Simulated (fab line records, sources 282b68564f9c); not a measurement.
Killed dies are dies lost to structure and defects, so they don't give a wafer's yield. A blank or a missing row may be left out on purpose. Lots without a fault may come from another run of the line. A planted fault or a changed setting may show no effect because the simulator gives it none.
fab line records | flow rit_cmos
record lots=6 wafers=18 last_day=7
route steps=202 shown GATE@89 REOX@98 NLDD@103 PLDD@114 SPACER@125 M1@202
lots that met no fault: from a run of the same line without faults
start_h: hours from the record's first day to the start of the lot's first wafer shown | wait_h: hours since the lot's step before | " the same as in the row above | L1.1+2: a row that stands for several wafers | - no value, or no start given | * or withheld: withheld | < > ~ a bound
route shown NAME@n: a module of which the file shows steps, and the number in the route of the first | usual: mean/standard deviation of fault-free wafers | same: alike in all rows | chamber/n: place in a boat | sites: the reading at each site | _std_site: their standard deviation | _edge_site: outer sites' mean less inner sites' | radius_mm: how far each site lies from the wafer's centre | mask NAME#n: copy n | behind: the tool/chamber that last shaped the wafer | hold: why the lot was held/for how many hours/how that ended | device: the transistor (n, p or np) that didn't switch | end of line: the same wafers' tests at the end of the route | a step without rows: its recipe alone | killed: dies lost to structure and defects at the first sort, not the wafer's yield | map: a wafer's dies, x killed, . not, _ none there
set.NAME: the setting as run; set.NAME@STEP: as run at that earlier step | model.NAME: the simulator's own value behind a step, which no gauge read
lots at some steps of the route; a table a step, a row a wafer
services: from which hour (start_h, from the record's first day; less than 0 if before it) a tool's chamber was out of use, for how many hours, and why
## steps
# step RIT_GATE_EXPOSE_13
# recipe mask_id=M6 na=0.6 source_shape=conventional sigma_outer=0.6 target_cd_nm=150 dose_mj=380
# step RIT_GATE_PEB_14
# recipe resist=NOVOLAK temp_c=withheld time_s=withheld
# step RIT_GATE_DEVELOP_15
# recipe resist=NOVOLAK develop_time_s=50 dev_temp_c=23
# step RIT_GATE_CD_MEAS_16
# recipe target_cd_nm=150
# usual cd_nm=150.1/2.9
# columns lot.wafer tool chamber start_h wait_h cd_nm
L723.2 cd_sem-02 - 53.30 - 151.7
L723.3 " - " " 150.1
L723.5 " - " " 150.3
L724.2 cd_sem-02 - 60.87 - 153.3
L724.4 " - " " 153.0
L724.5 " - " " 151.4
L727.2 cd_sem-02 - 77.30 - 150.9
L727.5 " - " " 151.4
L727.6 " - " " 150.7
L728.1 cd_sem-02 - 85.30 - 151.2
L728.2 " - " " 153.2
L728.3 " - " " 150.9
L729.1 cd_sem-02 - 88.16 - 154.0
L729.2 " - " " 151.5
L729.5 " - " " 150.1
L740.1 cd_sem-01 - 142.76 - 150.4
L740.2 " - " " 151.6
L740.4 " - " " 151.5
# step RIT_GATE_OVL_MEAS_17
# usual GATE_OVL=0.5/1.3
# columns lot.wafer tool chamber start_h wait_h GATE_OVL[nm]
L723.2 overlay-02 - 53.40 0.1 1.8
L723.3 " - " " -0.3
L723.5 " - " " -1.3
L724.2 overlay-01 - 60.98 0.1 1.1
L724.4 " - " " 0.3
L724.5 " - " " 1.3
L727.2 overlay-01 - 77.40 0.1 -0.3
L727.5 " - " " -0.6
L727.6 " - " " 1.0
L728.1 overlay-02 - 85.42 0.1 0.9
L728.2 " - " " -0.1
L728.3 " - " " 0.6
L729.1 overlay-02 - 88.28 0.1 1.0
L729.2 " - " " 2.6
L729.5 " - " " 1.1
L740.1 overlay-02 - 142.88 0.1 2.2
L740.2 " - " " 1.2
L740.4 " - " " 3.2
# step RIT_GATE_HARDBAKE_18
# recipe resist=NOVOLAK temp_c=140 time_s=60
# step RIT_GATE_ETCH_19
# recipe chemistry=SF6/CHF3/O2 time_s=165 SF6_flow_sccm=30 CHF3_flow_sccm=30 O2_flow_sccm=5 target=poly-Si pressure_mtorr=40 rf_w=160 target_depth_a=3125 over_etch_frac=0.25 stop_on=SiO2
# usual drypump_motor_current_A=5.43/0.21 oes_product_au=0.851/0.014 throttle_valve_pct=10.33/0.17
# columns lot.wafer tool chamber start_h wait_h drypump_motor_current_A oes_product_au rf_hours_counter_h throttle_valve_pct
L723.2 rie_si-01 2 53.58 0.1 5.16 0.861 95 9.97
L723.3 " 3 " " 5.55 0.847 1 10.45
L723.5 " 0 " " 5.21 0.863 - 10.33
L724.2 rie_si-02 3 61.16 0.1 5.16 0.861 85 10.52
L724.4 " 2 " " 5.52 0.853 64 10.12
L724.5 " 0 " " 5.65 0.852 - 10.37
L727.2 rie_si-01 3 77.87 0.1 5.56 0.828 1 10.43
L727.5 " 0 " " 5.20 0.852 - 10.34
L727.6 " 3 " " 5.55 0.829 - 10.45
L728.1 rie_si-02 3 85.60 0.1 5.17 0.881 86 10.51
L728.2 " 0 " " 5.65 0.855 1 10.37
L728.3 " 2 " " 5.60 0.870 64 10.10
L729.1 rie_si-01 1 88.47 0.1 5.58 0.874 0 10.52
L729.2 " 0 " " 5.19 0.854 80 10.34
L729.5 " 3 " " 5.53 0.844 - 10.43
L740.1 rie_si-02 3 143.07 0.1 5.18 0.862 86 10.51
L740.2 " 1 " " 5.69 0.827 0 10.34
L740.4 " 2 " " 5.57 0.851 65 10.13
# step RIT_GATE_STRIP_20
# recipe chemistry=O2 time_s=180 resist=NOVOLAK platen_temp_c=withheld power_w=500 pressure_mtorr=4000 o2_flow_sccm=4000
# usual drypump_motor_current_A=5.6/0.53
# columns lot.wafer tool chamber start_h wait_h drypump_motor_current_A rf_hours_counter_h
L723.2 plasma_asher-04 1 53.69 0.1 5.1 43
L723.3 " 1 " " 5.1 -
L723.5 " 0 " " 5.7 -
L724.2 plasma_asher-04 1 61.26 0.1 5.1 44
L724.4 " 1 " " 5.1 -
L724.5 " 0 " " 5.8 -
L727.2 plasma_asher-02 1 77.98 0.1 5.2 45
L727.5 " 0 " " 6.5 -
L727.6 " 1 " " 5.2 -
L728.1 plasma_asher-04 0 85.71 0.1 5.8 46
L728.2 " 1 " " 5.1 46
L728.3 " 0 " " 5.7 -
L729.1 plasma_asher-02 1 88.58 0.1 5.1 46
L729.2 " 0 " " 6.5 46
L729.5 " 1 " " 5.2 -
L740.1 plasma_asher-04 0 143.18 0.1 5.7 3
L740.2 " 1 " " 5.1 3
L740.4 " 0 " " 5.7 -
# step RIT_GATE_CD_MEAS_90
# recipe target_cd_nm=150
# usual cd_nm=150.1/2.9
# columns lot.wafer tool chamber start_h wait_h cd_nm
L723.2 cd_sem-01 - 53.88 0.1 151.0
L723.3 " - " " 150.3
L723.5 " - " " 149.5
L724.2 cd_sem-02 - 61.46 0.1 153.8
L724.4 " - " " 152.6
L724.5 " - " " 151.1
L727.2 cd_sem-01 - 78.17 0.1 150.7
L727.5 " - " " 151.1
L727.6 " - " " 151.1
L728.1 cd_sem-01 - 85.88 0.1 150.7
L728.2 " - " " 153.5
L728.3 " - " " 151.1
L729.1 cd_sem-02 - 88.75 0.1 153.9
L729.2 " - " " 151.9
L729.5 " - " " 150.1
L740.1 cd_sem-01 - 143.35 0.1 150.5
L740.2 " - " " 151.4
L740.4 " - " " 151.5
# step RIT_REOX_CLEAN_00
# recipe chemistry=SC1 mix=3:3:50 time_s=600 temp_c=75
# step RIT_REOX_CLEAN_01
# recipe chemistry=dHF dilution=50:1 time_s=30
# step RIT_REOX_CLEAN_02
# recipe chemistry=SC2 mix=3:3:50 time_s=600 temp_c=75 dry=n2_spin
# step RIT_REOX_OXIDATION_03
# recipe temp_c=900 ambient=O2 target_thk_a=252 ox_time_s=5580
# usual tube_center_temp_C_max=902.4/0.38
# columns lot.wafer tool chamber start_h wait_h tube_center_temp_C_max
L723.2 furnace-03 0 55.46 1.1 902.2
L723.3 " 0 " " 903.3
L723.5 " 0 " " 902.1
L724.2 furnace-01 0 62.09 0.2 902.1
L724.4 " 0 " " 902.5
L724.5 " 0 " " 902.2
L727.2 furnace-04 0 78.96 0.3 902.7
L727.5 " 0 " " 903.0
L727.6 " 0 " " 902.5
L728.1 furnace-03 0 86.61 0.2 903.1
L728.2 " 0 " " 902.7
L728.3 " 0 " " 902.5
L728.1 furnace-03 0 90.23 1.1 901.9
L728.2 " 0 " " 902.3
L728.3 " 0 " " 902.3
L729.1 furnace-01 0 89.30 0.0 902.3
L729.2 " 0 " " 902.7
L729.5 " 0 " " 902.1
L729.1 furnace-01 0 92.10 0.2 902.6
L729.2 " 0 " " 902.3
L729.5 " 0 " " 901.9
L740.1 furnace-04 0 144.13 0.1 902.2
L740.2 " 0 " " 902.2
L740.4 " 0 " " 901.9
# step RIT_REOX_THK_MEAS_04
# recipe reads=SiO2_of_REOX_OXIDATION_03
# usual REOX_OXIDE_THK=25.3/0.46
# columns lot.wafer tool chamber start_h wait_h REOX_OXIDE_THK[nm]
L723.2 film_metro-02 - 58.02 0.0 25.7
L723.3 " - " " 25.1
L723.5 " - " " 25.5
L724.2 film_metro-04 - 64.65 0.0 25.7
L724.4 " - " " 25.5
L724.5 " - " " 26.1
L727.2 film_metro-01 - 81.52 0.0 26.3
L727.5 " - " " 25.8
L727.6 " - " " 26.1
L728.1 film_metro-02 - 92.79 0.0 40.8
L728.2 " - " " 41.0
L728.3 " - " " 41.2
L729.1 film_metro-02 - 94.75 0.1 40.1
L729.2 " - " " 40.4
L729.5 " - " " 39.8
L740.1 film_metro-02 - 146.68 0.0 25.6
L740.2 " - " " 25.4
L740.4 " - " " 25.3
# step RIT_NLDD_HMDS_00
# recipe prime_time_s=60 prime_temp_c=140
# step RIT_NLDD_COAT_01
# recipe resist=NOVOLAK spin_rpm=3250 resist_thk_nm=1000
# step RIT_NLDD_SOFTBAKE_02
# recipe resist=NOVOLAK temp_c=90 time_s=60
# step RIT_NLDD_EXPOSE_03
# recipe mask_id=M7 na=0.57 target_cd_nm=40700 dose_mj=250
# step RIT_NLDD_PEB_04
# recipe resist=NOVOLAK temp_c=withheld time_s=withheld
# step RIT_NLDD_DEVELOP_05
# recipe resist=NOVOLAK develop_time_s=50 dev_temp_c=23
# step RIT_NLDD_OVL_MEAS_06
# usual NLDD_OVL=0.4/1.5
# columns lot.wafer tool chamber start_h wait_h NLDD_OVL[nm]
L723.2 overlay-02 - 58.93 - -1.8
L723.3 " - " " -2.0
L723.5 " - " " -0.6
L724.2 overlay-01 - 65.71 - 0.8
L724.4 " - " " -0.1
L724.5 " - " " -0.5
L727.2 overlay-02 - 82.55 - -1.0
L727.5 " - " " -0.8
L727.6 " - " " -1.3
L728.1 overlay-01 - 94.02 - 2.7
L728.2 " - " " 3.5
L728.3 " - " " 3.2
L729.1 overlay-02 - 95.84 - -2.4
L729.2 " - " " -1.3
L729.5 " - " " -0.9
L740.1 overlay-02 - 147.59 - -1.2
L740.2 " - " " 0.3
L740.4 " - " " 0.1
# step RIT_NLDD_HARDBAKE_07
# recipe resist=NOVOLAK temp_c=140 time_s=60
# step RIT_NLDD_IMPLANT_08
# recipe species=P energy_kev=20 dose_cm2=5e+14 tilt_deg=7
# step RIT_NLDD_STRIP_09
# recipe chemistry=O2 time_s=180 resist=NOVOLAK platen_temp_c=withheld power_w=500 pressure_mtorr=4000 o2_flow_sccm=4000
# usual drypump_motor_current_A=5.8/0.4
# columns lot.wafer tool chamber start_h wait_h drypump_motor_current_A rf_hours_counter_h
L723.2 plasma_asher-01 0 59.26 0.1 5.6 22
L723.3 " 0 " " 5.6 -
L723.5 " 0 " " 5.6 -
L724.2 plasma_asher-01 0 66.04 0.1 5.6 23
L724.4 " 0 " " 5.6 -
L724.5 " 1 " " 6.1 -
L727.2 plasma_asher-03 0 82.88 0.1 6.0 44
L727.5 " 1 " " 5.2 -
L727.6 " 0 " " 6.0 -
L728.1 plasma_asher-01 0 94.54 0.2 5.6 25
L728.2 " 1 " " 6.1 25
L728.3 " 0 " " 5.6 -
L729.1 plasma_asher-03 1 96.29 0.1 5.2 45
L729.2 " 0 " " 6.0 45
L729.5 " 0 " " 6.0 -
L740.1 plasma_asher-03 1 147.92 0.1 5.2 51
L740.2 " 0 " " 6.0 51
L740.4 " 1 " " 5.2 -
# step RIT_NLDD_TW_MEAS_10
# usual NLDD_TW=2497/18
# columns lot.wafer tool chamber start_h wait_h NLDD_TW
L723.2 film_metro-03 - 59.44 0.1 2469
L723.3 " - " " 2469
L723.5 " - " " 2468
L724.2 film_metro-03 - 66.23 0.1 2470
L724.4 " - " " 2481
L724.5 " - " " 2475
L727.2 film_metro-03 - 83.07 0.1 2495
L727.5 " - " " 2485
L727.6 " - " " 2485
L728.1 film_metro-04 - 94.72 0.1 2491
L728.2 " - " " 2492
L728.3 " - " " 2512
L729.1 film_metro-01 - 96.47 0.1 2504
L729.2 " - " " 2501
L729.5 " - " " 2507
L740.1 film_metro-01 - 148.10 0.1 2494
L740.2 " - " " 2485
L740.4 " - " " 2490
# step RIT_PLDD_HMDS_00
# recipe prime_time_s=60 prime_temp_c=140
# step RIT_PLDD_COAT_01
# recipe resist=NOVOLAK spin_rpm=3250 resist_thk_nm=1000
# step RIT_PLDD_SOFTBAKE_02
# recipe resist=NOVOLAK temp_c=90 time_s=60
# step RIT_PLDD_EXPOSE_03
# recipe mask_id=M8 na=0.57 target_cd_nm=40900 dose_mj=250
# step RIT_PLDD_PEB_04
# recipe resist=NOVOLAK temp_c=withheld time_s=withheld
# step RIT_PLDD_DEVELOP_05
# recipe resist=NOVOLAK develop_time_s=50 dev_temp_c=23
# step RIT_PLDD_OVL_MEAS_06
# usual PLDD_OVL=-1.1/1.5
# columns lot.wafer tool chamber start_h wait_h PLDD_OVL[nm]
L723.2 overlay-02 - 60.35 - 0.2
L723.3 " - " " 2.1
L723.5 " - " " 1.8
L724.2 overlay-01 - 67.14 - -2.2
L724.4 " - " " -0.6
L724.5 " - " " -3.4
L727.2 overlay-01 - 83.97 - -1.3
L727.5 " - " " 1.2
L727.6 " - " " 0.9
L728.1 overlay-01 - 96.16 - -4.3
L728.2 " - " " -1.6
L728.3 " - " " -4.2
L729.1 overlay-02 - 97.53 - -0.3
L729.2 " - " " -0.9
L729.5 " - " " 1.0
L740.1 overlay-02 - 149.13 - -2.1
L740.2 " - " " -0.8
L740.4 " - " " 0.6
# step RIT_PLDD_HARDBAKE_07
# recipe resist=NOVOLAK temp_c=140 time_s=60
# step RIT_PLDD_IMPLANT_08
# recipe species=BF2 energy_kev=20 dose_cm2=9e+14 tilt_deg=7
# step RIT_PLDD_STRIP_09
# recipe chemistry=O2 time_s=180 resist=NOVOLAK platen_temp_c=withheld power_w=500 pressure_mtorr=4000 o2_flow_sccm=4000
# usual drypump_motor_current_A=5.8/0.56
# columns lot.wafer tool chamber start_h wait_h drypump_motor_current_A rf_hours_counter_h
L723.2 plasma_asher-01 0 60.68 0.1 5.6 22
L723.3 " 1 " " 6.1 -
L723.5 " 0 " " 5.6 -
L724.2 plasma_asher-01 1 67.47 0.1 6.1 23
L724.4 " 1 " " 6.1 -
L724.5 " 1 " " 6.1 -
L727.2 plasma_asher-02 0 84.30 0.1 6.5 46
L727.5 " 0 " " 6.5 -
L727.6 " 1 " " 5.2 -
L728.1 plasma_asher-04 1 96.70 0.1 5.1 47
L728.2 " 0 " " 5.7 47
L728.3 " 1 " " 5.1 -
L729.1 plasma_asher-02 0 97.90 0.2 6.5 47
L729.2 " 1 " " 5.1 47
L729.5 " 1 " " 5.1 -
L740.1 plasma_asher-02 1 149.47 0.1 5.1 53
L740.2 " 0 " " 6.5 53
L740.4 " 0 " " 6.6 -
# step RIT_PLDD_TW_MEAS_10
# usual PLDD_TW=2355/16
# columns lot.wafer tool chamber start_h wait_h PLDD_TW
L723.2 film_metro-04 - 60.87 0.1 2380
L723.3 " - " " 2386
L723.5 " - " " 2378
L724.2 film_metro-04 - 67.65 0.1 2368
L724.4 " - " " 2373
L724.5 " - " " 2364
L727.2 film_metro-01 - 84.49 0.1 2348
L727.5 " - " " 2354
L727.6 " - " " 2355
L728.1 film_metro-01 - 96.88 0.1 2364
L728.2 " - " " 2367
L728.3 " - " " 2358
L729.1 film_metro-01 - 98.07 0.1 2362
L729.2 " - " " 2358
L729.5 " - " " 2363
L740.1 film_metro-03 - 149.64 0.1 2339
L740.2 " - " " 2348
L740.4 " - " " 2340
# step RIT_SPACER_CLEAN_00
# recipe chemistry=SC1 mix=3:3:50 time_s=600 temp_c=75
# columns lot.wafer tool chamber start_h wait_h model.SiO2_of_REOX_OXIDATION_03.thk_nm
L723.2 wet_bench-04 2 60.92 0.0 23.72
L723.3 " 2 " " 23.17
L723.5 " 2 " " 23.59
L724.2 wet_bench-04 1 67.70 0.0 23.68
L724.4 " 1 " " 23.56
L724.5 " 1 " " 24.14
L727.2 wet_bench-02 2 84.54 0.0 24.18
L727.5 " 2 " " 23.83
L727.6 " 2 " " 24.05
L728.1 wet_bench-04 1 97.23 0.3 37.64
L728.2 " 1 " " 37.7
L728.3 " 1 " " 38.03
L729.1 wet_bench-03 1 98.15 0.1 36.96
L729.2 " 1 " " 37.28
L729.5 " 1 " " 36.7
L740.1 wet_bench-03 2 149.70 0.1 23.57
L740.2 " 2 " " 23.41
L740.4 " 2 " " 23.28
# step RIT_SPACER_CLEAN_01
# recipe chemistry=dHF dilution=50:1 time_s=30
# step RIT_M1_PROBE_99
# usual killed_at_front_end=7/3 killed_dies=7/3 killed_open=3.3/1.8 killed_short=3.3/2.2
# same gross_dies=264 killed_at_M0_to_M3=0 killed_at_M4_up=0 killed_at_back_side=0 killed_at_contacts=0 killed_at_other=0
# columns lot.wafer tool chamber start_h wait_h killed_at_front_end killed_dies killed_open killed_short
L723.2 prober-02 - 74.25 0.1 4 4 3 1
L723.3 prober-02 - 74.30 0.2 6 6 4 2
L723.5 prober-02 - 74.40 0.2 2 2 1 1
L724.2 prober-01 - 81.30 0.1 2 2 1 1
L724.4 prober-01 - 81.40 0.2 8 8 4 4
L724.5 prober-01 - 81.45 0.2 7 7 4 3
L727.2 prober-02 - 100.82 0.1 4 4 2 2
L727.5 prober-02 - 100.97 0.2 4 4 3 1
L727.6 prober-02 - 101.02 0.2 3 3 2 1
L728.1 prober-02 - 113.22 0.1 6 6 2 4
L728.2 prober-02 - 113.27 0.1 10 10 6 4
L728.3 prober-02 - 113.32 0.2 8 8 3 5
L729.1 prober-01 - 113.71 0.1 6 6 3 3
L729.2 prober-01 - 113.76 0.1 8 8 3 5
L729.5 prober-01 - 113.91 0.2 8 8 4 4
L740.1 prober-02 - 163.00 0.1 11 11 5 6
L740.2 prober-02 - 163.05 0.1 6 6 1 5
L740.4 prober-02 - 163.15 0.2 14 14 6 8
# killed by level:class
L723.2 GATE:geometric_particle:open=2 FOX2:geometric_particle:open=1 GATE:geometric_particle:short=1
L723.3 REOX:geometric_particle:short=2 FOX2:geometric_particle:open=1 GATE:geometric_particle:open=1 SPACER:geometric_particle:open=1 SILICIDE:geometric_particle:open=1
L723.5 SPACER:geometric_particle:open=1 SPACER:geometric_particle:short=1
L724.2 GATE:geometric_particle:open=1 REOX:geometric_particle:short=1
L724.4 FOX1:geometric_particle:short=2 GATE:geometric_particle:open=2 FOX2:geometric_particle:short=1 GATE:geometric_particle:short=1 REOX:geometric_particle:open=1 SPACER:geometric_particle:open=1
L724.5 REOX:geometric_particle:open=2 FOX1:geometric_particle:open=1 GATE:geometric_particle:short=1 REOX:geometric_particle:short=1 SPACER:geometric_particle:short=1 SPACER:geometric_particle:open=1
L727.2 GATE:geometric_particle:open=2 GATE:geometric_particle:short=2
L727.5 GATE:geometric_particle:open=2 FOX1:geometric_particle:open=1 GATE:geometric_particle:short=1
L727.6 FOX1:geometric_particle:open=1 SPACER:geometric_particle:open=1 SILICIDE:geometric_particle:short=1
L728.1 GATE:geometric_particle:short=2 GATE:geometric_particle:open=2 REOX:geometric_particle:short=1 SILICIDE:geometric_particle:short=1
L728.2 GATE:geometric_particle:short=2 REOX:geometric_particle:open=2 REOX:geometric_particle:short=2 FOX1:geometric_particle:open=1 FOX2:geometric_particle:open=1 GATE:geometric_particle:open=1 SPACER:geometric_particle:open=1
L728.3 GATE:geometric_particle:short=4 GATE:geometric_particle:open=2 FOX2:geometric_particle:short=1 REOX:geometric_particle:open=1
L729.1 GATE:geometric_particle:open=3 REOX:geometric_particle:short=2 SILICIDE:geometric_particle:short=1
L729.2 SPACER:geometric_particle:open=3 GATE:geometric_particle:short=2 FOX2:geometric_particle:short=1 REOX:geometric_particle:short=1 SPACER:geometric_particle:short=1
L729.5 GATE:geometric_particle:open=3 FOX1:geometric_particle:short=2 GATE:geometric_particle:short=1 REOX:geometric_particle:open=1 SILICIDE:geometric_particle:short=1
L740.1 FOX2:geometric_particle:open=3 FOX1:geometric_particle:short=2 REOX:geometric_particle:short=2 GATE:geometric_particle:short=1 GATE:geometric_particle:open=1 REOX:geometric_particle:open=1 SPACER:geometric_particle:short=1
L740.2 FOX2:geometric_particle:short=2 FOX1:geometric_particle:open=1 GATE:geometric_particle:short=1 REOX:geometric_particle:short=1 SPACER:geometric_particle:short=1
L740.4 FOX1:geometric_particle:short=4 GATE:geometric_particle:open=2 SILICIDE:geometric_particle:open=2 GATE:geometric_particle:short=1 REOX:geometric_particle:short=1 REOX:geometric_particle:open=1 SPACER:geometric_particle:short=1 SPACER:geometric_particle:open=1
## services
# columns tool chamber start_h hours kind
furnace-01 - 39.33 4.0 pm
furnace-04 - 42.05 3.1 pm
furnace-01 - 56.40 2.4 pm
rie_si-01 1 57.88 - clean
rie_si-01 1 57.88 21.3 scheduled_down
rie_si-01 1 57.88 21.3 vent_cycle
furnace-03 - 71.81 4.4 pm
rie_si-02 1 74.53 - clean
rie_si-02 1 74.53 19.0 scheduled_down
rie_si-02 1 74.53 19.0 vent_cycle
rie_si-02 3 86.12 2.4 repair
wet_bench-02 - 92.42 3.8 repair
rie_si-01 1 112.03 5.1 repair
plasma_asher-04 0 117.75 - clean
plasma_asher-04 1 117.75 - clean
rie_si-01 2 122.64 1.0 repair
furnace-01 - 127.48 2.0 pm
furnace-01 - 140.08 20.8 pm
## key
first_sign step=RIT_REOX_OXIDATION_03 reading=visit direction=added
effect step=RIT_REOX_THK_MEAS_04 reading=REOX_OXIDE_THK direction=up sigmas=33 usual=25.3 struck=40.5
model_effect step=RIT_SPACER_CLEAN_00 value=SiO2_of_REOX_OXIDATION_03.thk_nm without=23.4 struck=37.38
met_at RIT_REOX_OXIDATION_03
struck_wafers L728.1,L728.2,L728.3,L729.1,L729.2,L729.5
tester_left_out L728,L729
fault kind=repeated_step_whole tool=furnace-01,furnace-03,furnace-04 chamber=- onset_h=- steps=RIT_REOX_OXIDATION_03 times=1 scope=struck_lots_only
# tester_left_out: of these lots the tester's yield and bins aren't shown, on N5 and GAA mostly nor the transistor test; their killed dies are dies lost to structure and defects alone, not to doping, threshold or leakage, so they don't give the yield
